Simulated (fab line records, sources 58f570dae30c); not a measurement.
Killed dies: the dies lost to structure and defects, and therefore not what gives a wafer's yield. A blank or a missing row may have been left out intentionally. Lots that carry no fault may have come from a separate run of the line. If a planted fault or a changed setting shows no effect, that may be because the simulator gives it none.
fab line records	flow berkeley_cmos170
[record] lots = 5	wafers = 23
route steps=331 shown CONTACT@220 M1@245 V1@263
start_h: hours from the record's first day to the start of the lot's first wafer shown	wait_h: time in hours since the lot's previous step	" unchanged from the row above	L1.1+2: a row that stands for several wafers	- value missing, or start not given	* or withheld: withheld	< > ~ a bound
route shown NAME@n: a module of which the file shows steps, and the number in the route of the first	usual: average and standard deviation across the fault-free wafers	same: alike in all rows	chamber/n: place in a boat	sites: each site's reading	_std_site: how widely they spread, as a standard deviation	_edge_site: the outer-site mean with the inner-site mean subtracted	radius_mm: for every site, how far away it sits from the centre of the wafer	mask NAME#n: copy n	behind: the tool/chamber that last shaped the wafer	hold: why the lot was held/for how many hours/how that ended	device: whichever transistor did not switch (one of n, p or np)	end of line: tests of these same wafers at the route's end	a step given without rows: its recipe and nothing more	killed: not the wafer's yield, but the dies lost to structure and defects at the first sort	map: a wafer's dies, marking killed ones x, the rest . and places with no die _
set.NAME: the setting as run; set.NAME@STEP: as run at that earlier step	model.NAME: the simulator's own value behind a step, which no gauge read
lots run with intentionally changed settings; tables by step, rows by wafer
[[steps]]
[step UCB170_CONTACT_COAT_04]
[recipe] resist = KrF	spin_rpm = 1500	resist_thk_nm = 900
lot.wafer	tool	chamber	start_h	wait_h	set.spin_rpm	model.KrF_of_CONTACT_COAT_04.thk_nm
L075.1	litho_track-02	0	174.26	0.1	1500	895.2
L075.2	"	0	"	"	1500	899.2
L075.3	"	0	"	"	1500	898
L075.4	"	0	"	"	1500	894.9
L075.5	"	0	"	"	1500	898.6
L079.1	litho_track-03	0	196.46	0.1	1500	899.6
L079.2	"	0	"	"	1500	897.4
L079.3	"	0	"	"	1500	900.9
L079.4	"	0	"	"	1500	899.9
L079.6	"	0	"	"	1500	897.5
L080.2	litho_track-03	0	207.99	0.1	1500	902.8
L080.3	"	0	"	"	1500	904
L080.4	"	0	"	"	1500	903.2
L081.1	litho_track-02	0	218.09	0.1	1544	885.4
L081.3	"	0	"	"	1500	902.9
L081.4	"	0	"	"	1544	888.5
L081.5	"	0	"	"	1544	888.7
L081.6	"	0	"	"	1500	900.7
L082.1	litho_track-02	0	228.27	0.1	1412	926.4
L082.2	"	0	"	"	1500	899.9
L082.4	"	0	"	"	1500	899.1
L082.5	"	0	"	"	1412	924.3
L082.6	"	0	"	"	1500	900.7
[step UCB170_CONTACT_SOFTBAKE_05]
[recipe] resist = KrF	temp_c = 130	time_s = 60
[step UCB170_CONTACT_STRIP_06]
[recipe] chemistry = O2	power_w = 400	pressure_mtorr = 3500	platen_temp_c = withheld	o2_flow_sccm = 400	overash_fraction = 0.5
[usual] strip_time_to_endpoint_s = 21.96/0.056
lot.wafer	tool	chamber	start_h	wait_h	set.spin_rpm@CONTACT_COAT_04	strip_time_to_endpoint_s
L075.1	plasma_asher-01	1	174.56	0.1	1500	21.86
L075.2	"	0	"	"	1500	21.94
L075.3	"	0	"	"	1500	21.93
L075.4	"	1	"	"	1500	21.86
L075.5	"	0	"	"	1500	21.93
L079.1	plasma_asher-01	1	196.76	0.1	1500	21.96
L079.2	"	0	"	"	1500	21.89
L079.3	"	1	"	"	1500	21.99
L079.4	"	0	"	"	1500	21.95
L079.6	"	1	"	"	1500	21.90
L080.2	plasma_asher-01	1	208.27	0.1	1500	22.03
L080.3	"	1	"	"	1500	22.06
L080.4	"	0	"	"	1500	22.05
L081.1	plasma_asher-01	0	218.39	0.1	1544	21.62
L081.3	"	0	"	"	1500	22.03
L081.4	"	1	"	"	1544	21.69
L081.5	"	0	"	"	1544	21.70
L081.6	"	1	"	"	1500	21.98
L082.1	plasma_asher-02	0	228.57	0.1	1412	22.59
L082.2	"	1	"	"	1500	21.96
L082.4	"	0	"	"	1500	21.94
L082.5	"	1	"	"	1412	22.55
L082.6	"	0	"	"	1500	22.00
[step UCB170_CONTACT_PEB_13]
[recipe] peb_temp_c = 130	peb_time_s = withheld	resist = KrF
lot.wafer	tool	chamber	start_h	wait_h	set.peb_temp_c
L075.1+3+4	litho_track-03	0	175.61	0.1	130
L075.2+5	"	0	"	"	131.8
L079.1+2+3+4+6	litho_track-03	0	197.79	0.1	130
L080.2+3+4	litho_track-01	0	209.55	0.4	130
L081.1+3+4+5+6	litho_track-03	0	221.72	0.3	130
L082.1+4	litho_track-03	0	229.90	0.2	130
L082.2+5+6	"	0	"	"	132.6
[step UCB170_CONTACT_DEVELOP_14]
[recipe] developer = TMAH	develop_time_s = 45	resist = KrF	dev_temp_c = 21
[step UCB170_CONTACT_CD_MEAS_15]
[recipe] target_cd_nm = 700
[usual] cd_nm = 699.4/1.3
lot.wafer	tool	chamber	start_h	wait_h	set.peb_temp_c@CONTACT_PEB_13	cd_nm
L075.1	cd_sem-01	-	175.88	-	130	698.3
L075.2	"	-	"	"	131.8	709.5
L075.3	"	-	"	"	130	699.6
L075.4	"	-	"	"	130	698.5
L075.5	"	-	"	"	131.8	709.3
L079.1	cd_sem-01	-	198.07	-	130	699.0
L079.2	"	-	"	"	130	698.7
L079.3	"	-	"	"	130	700.7
L079.4	"	-	"	"	130	699.1
L079.6	"	-	"	"	130	698.2
L080.2	cd_sem-02	-	209.82	-	130	698.9
L080.3	"	-	"	"	130	698.5
L080.4	"	-	"	"	130	698.7
L081.1	cd_sem-01	-	222.00	-	130	700.7
L081.3	"	-	"	"	130	699.0
L081.4	"	-	"	"	130	699.6
L081.5	"	-	"	"	130	698.6
L081.6	"	-	"	"	130	699.0
L082.1	cd_sem-02	-	230.17	-	130	699.7
L082.2	"	-	"	"	132.6	716.7
L082.4	"	-	"	"	130	699.6
L082.5	"	-	"	"	132.6	715.2
L082.6	"	-	"	"	132.6	715.2
[step UCB170_CONTACT_ETCH_17]
[recipe] chemistry = N2/H2	target_depth_a = withheld	overetch_a = withheld	target = BARC	time_s = withheld	source_w = 500	bias_w = 100	pressure_mtorr = 30	n2_flow_sccm = 100	h2_flow_sccm = 200
lot.wafer	tool	chamber	start_h	wait_h	set.peb_temp_c@CONTACT_PEB_13	model.CONTACT.cd_nm
L075.1	rie_diel-02	1	176.04	0.0	130	698.3
L075.2	"	0	"	"	131.8	708.9
L075.3	"	3	"	"	130	699.4
L075.4	"	3	"	"	130	698.7
L075.5	"	1	"	"	131.8	709.7
L079.1	rie_diel-02	1	198.22	0.0	130	699.3
L079.2	"	3	"	"	130	698.8
L079.3	"	0	"	"	130	700
L079.4	"	3	"	"	130	699.7
L079.6	"	0	"	"	130	698.2
L080.2	rie_diel-04	1	209.99	0.0	130	698.3
L080.3	"	3	"	"	130	699.1
L080.4	"	0	"	"	130	699.7
L081.1	rie_diel-02	2	222.15	0.0	130	700.5
L081.3	"	3	"	"	130	699.4
L081.4	"	1	"	"	130	700.1
L081.5	"	0	"	"	130	698.8
L081.6	"	1	"	"	130	699.5
L082.1	rie_diel-02	1	230.33	0.0	130	700.5
L082.2	"	2	"	"	132.6	716.7
L082.4	"	2	"	"	130	699.9
L082.5	"	1	"	"	132.6	715.4
L082.6	"	0	"	"	132.6	715.1
[step UCB170_CONTACT_ETCH_18]
[recipe] chemistry = CHF3/CF4/Ar	target = PSG	stop_on = TiSi2	CHF3_flow_sccm = 45	cf4_flow_sccm = 15	Ar_flow_sccm = 150	pressure_mtorr = 200	rf_w = 700	target_depth_a = 8400	over_etch_frac = 0.2	time_s = 195
lot.wafer	tool	chamber	start_h	wait_h	set.peb_temp_c@CONTACT_PEB_13	model.CONTACT.cd_nm
L075.1	rie_diel-02	1	-	-	130	698.1
L075.2	"	0	"	"	131.8	708.7
L075.3	"	3	"	"	130	699.2
L075.4	"	3	"	"	130	698.9
L075.5	"	1	"	"	131.8	709.9
L079.1	rie_diel-02	1	-	-	130	699.2
L079.2+6	"	3,0	"	"	130	698.2
L079.3	"	0	"	"	130	699.9
L079.4	"	3	"	"	130	699.3
L080.2	rie_diel-04	1	-	-	130	697.2
L080.3	"	3	"	"	130	699.3
L080.4	"	0	"	"	130	699.7
L081.1	rie_diel-02	2	-	-	130	700.3
L081.3	"	3	"	"	130	699.3
L081.4	"	1	"	"	130	700.1
L081.5	"	0	"	"	130	698.7
L081.6	"	1	"	"	130	699.8
L082.1	rie_diel-02	1	-	-	130	700.5
L082.2	"	2	"	"	132.6	717
L082.4	"	2	"	"	130	699.6
L082.5	"	1	"	"	132.6	715.4
L082.6	"	0	"	"	132.6	714.8
[step UCB170_CONTACT_STRIP_19]
[recipe] chemistry = O2	power_w = 400	pressure_mtorr = 3500	platen_temp_c = withheld	o2_flow_sccm = 400	overash_fraction = 0.5
[step UCB170_CONTACT_CD_MEAS_90]
[recipe] target_cd_nm = 700
[usual] cd_nm = 699.3/1.5
lot.wafer	tool	chamber	start_h	wait_h	set.peb_temp_c@CONTACT_PEB_13	cd_nm
L075.1	cd_sem-02	-	176.31	0.1	130	698.3
L075.2	"	-	"	"	131.8	708.4
L075.3	"	-	"	"	130	699.0
L075.4	"	-	"	"	130	699.0
L075.5	"	-	"	"	131.8	709.8
L079.1	cd_sem-02	-	198.49	0.1	130	699.3
L079.2	"	-	"	"	130	698.3
L079.3	"	-	"	"	130	699.7
L079.4	"	-	"	"	130	699.2
L079.6	"	-	"	"	130	698.5
L080.2	cd_sem-01	-	210.28	0.1	130	697.4
L080.3	"	-	"	"	130	699.4
L080.4	"	-	"	"	130	699.5
L081.1	cd_sem-02	-	222.42	0.1	130	700.3
L081.3	"	-	"	"	130	699.2
L081.4	"	-	"	"	130	700.1
L081.5	"	-	"	"	130	698.9
L081.6	"	-	"	"	130	699.8
L082.1	cd_sem-02	-	230.59	0.1	130	700.1
L082.2	"	-	"	"	132.6	717.0
L082.4	"	-	"	"	130	699.6
L082.5	"	-	"	"	132.6	715.4
L082.6	"	-	"	"	132.6	714.7
[step UCB170_M1_PEB_07]
[recipe] peb_temp_c = 130	peb_time_s = withheld	resist = KrF
lot.wafer	tool	chamber	start_h	wait_h	set.peb_temp_c
L075.1+2+3	litho_track-04	0	177.68	0.1	130
L075.4+5	"	0	"	"	126.3
L079.1+2+4	litho_track-01	0	199.72	0.1	130
L079.3+6	"	0	"	"	133
L080.2+3+4	litho_track-04	0	215.45	0.3	130
L081.1+4+6	litho_track-01	0	223.70	0.3	128.1
L081.3+5	"	0	"	"	130
L082.1+5+6	litho_track-01	0	231.81	0.1	126.8
L082.2+4	"	0	"	"	130
[step UCB170_M1_DEVELOP_08]
[recipe] developer = TMAH	develop_time_s = 45	resist = KrF	dev_temp_c = 21
[step UCB170_M1_CD_MEAS_09]
[recipe] target_cd_nm = 700
[usual] cd_nm = 700.2/1.4
lot.wafer	tool	chamber	start_h	wait_h	set.peb_temp_c@M1_PEB_07	cd_nm
L075.1	cd_sem-01	-	177.96	-	130	700.8
L075.2	"	-	"	"	130	700.0
L075.3	"	-	"	"	130	700.0
L075.4	"	-	"	"	126.3	729.2
L075.5	"	-	"	"	126.3	728.9
L079.1	cd_sem-01	-	199.99	-	130	706.5
L079.2	"	-	"	"	130	707.1
L079.3	"	-	"	"	133	686.0
L079.4	"	-	"	"	130	701.8
L079.6	"	-	"	"	133	689.5
L080.2	cd_sem-01	-	215.72	-	130	698.8
L080.3	"	-	"	"	130	699.8
L080.4	"	-	"	"	130	700.9
L081.1	cd_sem-02	-	223.97	-	128.1	719.3
L081.3	"	-	"	"	130	704.5
L081.4	"	-	"	"	128.1	716.2
L081.5	"	-	"	"	130	705.0
L081.6	"	-	"	"	128.1	714.9
L082.1	cd_sem-02	-	232.09	-	126.8	731.2
L082.2	"	-	"	"	130	705.9
L082.4	"	-	"	"	130	707.4
L082.5	"	-	"	"	126.8	723.5
L082.6	"	-	"	"	126.8	724.3
[step UCB170_M1_ETCH_11]
[recipe] chemistry = N2/H2	target_depth_a = withheld	overetch_a = withheld	target = BARC	time_s = withheld	source_w = 500	bias_w = 100	pressure_mtorr = 30	n2_flow_sccm = 100	h2_flow_sccm = 200
lot.wafer	tool	chamber	start_h	wait_h	set.peb_temp_c@M1_PEB_07	model.M1.cd_nm
L075.1	rie_diel-03	0	178.11	0.0	130	700.6
L075.2	"	2	"	"	130	700.7
L075.3	"	1	"	"	130	699.6
L075.4	"	3	"	"	126.3	729.1
L075.5	"	1	"	"	126.3	728.9
L079.1	rie_diel-01	2	200.15	0.0	130	705.6
L079.2	"	0	"	"	130	706.7
L079.3	"	1	"	"	133	684.6
L079.4	"	3	"	"	130	701.9
L079.6	"	2	"	"	133	689.5
L080.2	rie_diel-01	0	215.86	0.0	130	698.2
L080.3	"	3	"	"	130	699.9
L080.4	"	1	"	"	130	699.7
L081.1	rie_diel-01	2	224.13	0.0	128.1	719.1
L081.3	"	0	"	"	130	704
L081.4	"	3	"	"	128.1	716.7
L081.5	"	3	"	"	130	705.3
L081.6	"	0	"	"	128.1	713.9
L082.1	rie_diel-01	1	232.24	0.0	126.8	729.7
L082.2	"	0	"	"	130	704.6
L082.4	"	2	"	"	130	706.2
L082.5	"	2	"	"	126.8	722.7
L082.6	"	1	"	"	126.8	723.4
[step UCB170_M1_METAL_ETCH_12]
[recipe] chemistry = Cl2/BCl3	target = Al	stop_on = PSG	pressure_mtorr = 12	target_depth_a = 7800	over_etch_frac = 0.3	time_s = 130	icp_w = 600	bias_w = 120	Cl2_flow_sccm = 90	bcl3_flow_sccm = 45
lot.wafer	tool	chamber	start_h	wait_h	set.peb_temp_c@M1_PEB_07	model.M1.cd_nm
L075.1	rie_metal-02	1	178.16	-	130	703.4
L075.2	"	0	"	"	130	702.1
L075.3	"	1	"	"	130	701.2
L075.4	"	0	"	"	126.3	728.4
L075.5	"	1	"	"	126.3	730.8
L079.1	rie_metal-02	0	200.19	-	130	704.6
L079.2	"	1	"	"	130	711.1
L079.3	"	1	"	"	133	686.9
L079.4	"	0	"	"	130	700.5
L079.6	"	0	"	"	133	688.8
L080.2	rie_metal-01	1	215.90	-	130	700.4
L080.3	"	0	"	"	130	697.3
L080.4	"	1	"	"	130	700.6
L081.1	rie_metal-03	1	224.17	-	128.1	716.9
L081.3	"	1	"	"	130	700.1
L081.4	"	0	"	"	128.1	715.9
L081.5	"	1	"	"	130	701.2
L081.6	"	0	"	"	128.1	714.2
L082.1	rie_metal-03	0	232.28	-	126.8	732.5
L082.2	"	1	"	"	130	702.3
L082.4	"	0	"	"	130	709.2
L082.5	"	0	"	"	126.8	725.4
L082.6	"	1	"	"	126.8	722
[step UCB170_M1_STRIP_13]
[recipe] chemistry = O2	power_w = 400	pressure_mtorr = 3500	platen_temp_c = withheld	o2_flow_sccm = 400	overash_fraction = 0.5
[step UCB170_M1_CD_MEAS_90]
[recipe] target_cd_nm = 700
[usual] cd_nm = 699.7/2.8
lot.wafer	tool	chamber	start_h	wait_h	set.peb_temp_c@M1_PEB_07	cd_nm
L075.1	cd_sem-02	-	178.39	0.1	130	703.4
L075.2	"	-	"	"	130	701.9
L075.3	"	-	"	"	130	701.2
L075.4	"	-	"	"	126.3	728.4
L075.5	"	-	"	"	126.3	730.8
L079.1	cd_sem-01	-	200.42	0.1	130	704.4
L079.2	"	-	"	"	130	711.0
L079.3	"	-	"	"	133	686.9
L079.4	"	-	"	"	130	700.5
L079.6	"	-	"	"	133	689.1
L080.2	cd_sem-01	-	216.16	0.1	130	700.2
L080.3	"	-	"	"	130	697.6
L080.4	"	-	"	"	130	700.8
L081.1	cd_sem-02	-	224.40	0.1	128.1	716.7
L081.3	"	-	"	"	130	700.1
L081.4	"	-	"	"	128.1	715.7
L081.5	"	-	"	"	130	700.9
L081.6	"	-	"	"	128.1	714.2
L082.1	cd_sem-02	-	232.52	0.1	126.8	732.7
L082.2	"	-	"	"	130	702.2
L082.4	"	-	"	"	130	709.2
L082.5	"	-	"	"	126.8	725.4
L082.6	"	-	"	"	126.8	722.4
[step UCB170_V1_EXPOSE_09]
[recipe] mask_id = VIA1	target_cd_nm = 700	na = 0.5	sigma_outer = 0.6	source_shape = conventional	dose_mj = 37
lot.wafer	tool	chamber	start_h	wait_h	mask	set.dose_mj
L075.1+2+5	krf_scanner-01	0	181.29	0.2	VIA1#0	35.25
L075.3+4	"	0	"	"	VIA1#0	37
L079.1+2+3	krf_scanner-02	0	203.89	0.1	VIA1#0	37
L079.4+6	"	0	"	"	VIA1#0	39.37
L080.2+3+4	krf_scanner-02	0	221.17	0.1	VIA1#0	37
L081.1+3+4	krf_scanner-01	0	227.81	0.2	VIA1#0	36.11
L081.5+6	"	0	"	"	VIA1#0	37
L082.1+2+5	krf_scanner-01	0	235.64	0.1	VIA1#0	37
L082.4+6	"	0	"	"	VIA1#0	39.28
[step UCB170_V1_PEB_10]
[recipe] peb_temp_c = 130	peb_time_s = withheld	resist = KrF
[step UCB170_V1_DEVELOP_11]
[recipe] developer = TMAH	develop_time_s = 45	resist = KrF	dev_temp_c = 21
[step UCB170_V1_CD_MEAS_12]
[recipe] target_cd_nm = 700
[usual] cd_nm = 699.8/1.2
lot.wafer	tool	chamber	start_h	wait_h	set.dose_mj@V1_EXPOSE_09	cd_nm
L075.1	cd_sem-01	-	181.68	-	35.25	689.7
L075.2	"	-	"	"	35.25	690.5
L075.3	"	-	"	"	37	698.9
L075.4	"	-	"	"	37	698.0
L075.5	"	-	"	"	35.25	689.5
L079.1	cd_sem-01	-	204.67	-	37	700.1
L079.2	"	-	"	"	37	700.3
L079.3	"	-	"	"	37	701.4
L079.4	"	-	"	"	39.37	711.8
L079.6	"	-	"	"	39.37	711.5
L080.2	cd_sem-01	-	221.89	-	37	700.1
L080.3	"	-	"	"	37	700.8
L080.4	"	-	"	"	37	700.8
L081.1	cd_sem-01	-	228.56	-	36.11	697.6
L081.3	"	-	"	"	36.11	696.7
L081.4	"	-	"	"	36.11	696.7
L081.5	"	-	"	"	37	700.5
L081.6	"	-	"	"	37	701.0
L082.1	cd_sem-02	-	236.13	-	37	698.3
L082.2	"	-	"	"	37	699.6
L082.4	"	-	"	"	39.28	710.0
L082.5	"	-	"	"	37	698.9
L082.6	"	-	"	"	39.28	709.8
[step UCB170_V1_ETCH_14]
[recipe] chemistry = CHF3/CF4/Ar	target = SiO2	stop_on = Al	CHF3_flow_sccm = 45	cf4_flow_sccm = 15	Ar_flow_sccm = 150	pressure_mtorr = 200	rf_w = 700	target_depth_a = 12500	over_etch_frac = 0.25	time_s = 291
lot.wafer	tool	chamber	start_h	wait_h	set.dose_mj@V1_EXPOSE_09	model.V1.cd_nm
L075.1	rie_diel-01	2	181.84	0.0	35.25	689.8
L075.2	"	3	"	"	35.25	690
L075.3	"	1	"	"	37	700.2
L075.4	"	0	"	"	37	699.1
L075.5	"	0	"	"	35.25	689.9
L079.1	rie_diel-03	1	204.83	0.0	37	699.7
L079.2	"	0	"	"	37	699.1
L079.3	"	3	"	"	37	700.6
L079.4	"	0	"	"	39.37	711.4
L079.6	"	1	"	"	39.37	711.5
L080.2	rie_diel-03	0	222.03	0.0	37	699.2
L080.3	"	3	"	"	37	700.6
L080.4	"	2	"	"	37	700
L081.1	rie_diel-03	0	228.72	0.0	36.11	696.6
L081.3	"	3	"	"	36.11	695.7
L081.4	"	2	"	"	36.11	695
L081.5	"	3	"	"	37	699.8
L081.6	"	0	"	"	37	699.7
L082.1	rie_diel-01	1	236.29	0.0	37	698.9
L082.2	"	2	"	"	37	699.9
L082.4+6	"	0	"	"	39.28	710.9
L082.5	"	3	"	"	37	698.6
[step UCB170_V1_STRIP_15]
[recipe] chemistry = O2	power_w = 400	pressure_mtorr = 3500	platen_temp_c = withheld	o2_flow_sccm = 400	overash_fraction = 0.5
[step UCB170_V1_CD_MEAS_90]
[recipe] target_cd_nm = 700
[usual] cd_nm = 699.6/1.2
lot.wafer	tool	chamber	start_h	wait_h	set.dose_mj@V1_EXPOSE_09	cd_nm
L075.1	cd_sem-02	-	182.12	0.1	35.25	690.1
L075.2	"	-	"	"	35.25	690.1
L075.3	"	-	"	"	37	700.3
L075.4	"	-	"	"	37	699.3
L075.5	"	-	"	"	35.25	689.9
L079.1	cd_sem-01	-	205.10	0.1	37	699.8
L079.2	"	-	"	"	37	699.2
L079.3	"	-	"	"	37	700.4
L079.4	"	-	"	"	39.37	711.4
L079.6	"	-	"	"	39.37	711.4
L080.2	cd_sem-01	-	222.33	0.1	37	699.0
L080.3	"	-	"	"	37	700.6
L080.4	"	-	"	"	37	700.1
L081.1	cd_sem-01	-	229.00	0.1	36.11	696.6
L081.3	"	-	"	"	36.11	695.7
L081.4	"	-	"	"	36.11	695.0
L081.5	"	-	"	"	37	699.8
L081.6	"	-	"	"	37	699.8
L082.1	cd_sem-02	-	236.59	0.1	37	699.1
L082.2	"	-	"	"	37	699.7
L082.4	"	-	"	"	39.28	710.9
L082.5	"	-	"	"	37	698.5
L082.6	"	-	"	"	39.28	711.1
[[key]]
[split] step = UCB170_CONTACT_COAT_04	setting = spin_rpm	stated = 1500	by = wafer
[response] step = UCB170_CONTACT_COAT_04	reading = model.KrF_of_CONTACT_COAT_04.thk_nm	change = -4.45	per = 1%	r = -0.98
[response] step = UCB170_CONTACT_STRIP_06	reading = strip_time_to_endpoint_s	change = *	per = 1%	r = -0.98
[split] step = UCB170_CONTACT_PEB_13	setting = peb_temp_c	stated = 130	by = wafer
[response] step = UCB170_CONTACT_CD_MEAS_15	reading = cd_nm	change = +7.9	per = 1%	r = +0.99
[response] step = UCB170_CONTACT_ETCH_17	reading = model.CONTACT.cd_nm	change = +7.69	per = 1%	r = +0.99
[response] step = UCB170_CONTACT_ETCH_18	reading = model.CONTACT.cd_nm	change = +7.77	per = 1%	r = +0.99
[response] step = UCB170_CONTACT_CD_MEAS_90	reading = cd_nm	change = +7.76	per = 1%	r = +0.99
[split] step = UCB170_M1_PEB_07	setting = peb_temp_c	stated = 130	by = wafer
[response] step = UCB170_M1_CD_MEAS_09	reading = cd_nm	change = -8.7	per = 1%	r = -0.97
[response] step = UCB170_M1_ETCH_11	reading = model.M1.cd_nm	change = -8.72	per = 1%	r = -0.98
[response] step = UCB170_M1_METAL_ETCH_12	reading = model.M1.cd_nm	change = -8.87	per = 1%	r = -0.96
[response] step = UCB170_M1_CD_MEAS_90	reading = cd_nm	change = -8.89	per = 1%	r = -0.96
[split] step = UCB170_V1_EXPOSE_09	setting = dose_mj	stated = 37	by = wafer
[response] step = UCB170_V1_CD_MEAS_12	reading = cd_nm	change = +1.75	per = 1%	r = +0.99
[response] step = UCB170_V1_ETCH_14	reading = model.V1.cd_nm	change = +1.89	per = 1%	r = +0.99
[response] step = UCB170_V1_CD_MEAS_90	reading = cd_nm	change = +1.9	per = 1%	r = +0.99
